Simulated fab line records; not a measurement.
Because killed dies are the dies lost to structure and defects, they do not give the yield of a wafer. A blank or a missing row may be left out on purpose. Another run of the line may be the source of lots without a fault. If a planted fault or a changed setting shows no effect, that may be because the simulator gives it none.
2 desks looking at one fault ; flow berkeley_cmos170 ; each desk has only its own numbers; what lay behind them comes last

== METROLOGY DESK ==
What the gauges read, lot by lot, whatever tool the lot ran on: means of the sampled wafers that have a number. A lot is out of limits, marked OUT, if its mean lies more than 4 standard deviations from the usual mean; the brackets give that distance.
Columns: A = NVT_OVL at UCB170_NVT_OVL_MEAS_06, usual 6 nm; B = PSD_RS at UCB170_SDANNEAL_RS_MEAS_02, usual 75.7 ohm/sq
lot;first seen here;A;B
L381;day 5 10:28;5;75.2
L383;day 5 21:24;-2;75.4
L384;day 5 21:41;6;75.3
L386;day 6 18:16;1;75.5
L388;day 6 18:54;5;75.7
L387;day 6 18:55;8;75.6
L391;day 7 06:27;1;75.4
L393;day 7 13:22;6;76.1
L394;day 7 13:55;8;76.1
L396;day 8 15:25;6;75.8
L401;day 9 00:19;7;75.5
L402;day 9 16:01;8;75.7
L400;day 9 16:06;1;75.5
L403;day 9 22:07;4;75.4
L404;day 9 22:23;-2;75.9
This desk's finding: nothing out of limits on any of the 15 lots.

== AT THE TOOL OWNER'S DESK: litho_track-03 ==
UCB170_NSD_PEB_04, tool's own readings: per-lot mean of the sampled wafers with a number, covering each lot this tool ran. A lot is out of limits, marked OUT, if its mean lies more than 4 standard deviations from the usual mean; the brackets give that distance.
Columns: A = chill_plate_temp_C at UCB170_NSD_PEB_04, usual 23.00 C; B = exhaust_pa at UCB170_NSD_PEB_04, usual 45.0 Pa
lot;first seen here;A;B
L381;day 6 17:44;23.01;45.3
L383;day 7 02:27;23.00;44.6
L386;day 7 20:20;22.93;45.3
L387;day 7 21:24;23.08;44.1
L391;day 8 08:12;23.01;45.6
L394;day 8 14:25;22.91;44.5
This desk's finding: nothing out of limits on any of the 6 lots.

== BROUGHT TOGETHER ==
Metrology desk: nothing out of limits seen.
The desk of the tool owner found nothing out of limits.

== WHAT THE SIMULATOR HAD INSERTED ==
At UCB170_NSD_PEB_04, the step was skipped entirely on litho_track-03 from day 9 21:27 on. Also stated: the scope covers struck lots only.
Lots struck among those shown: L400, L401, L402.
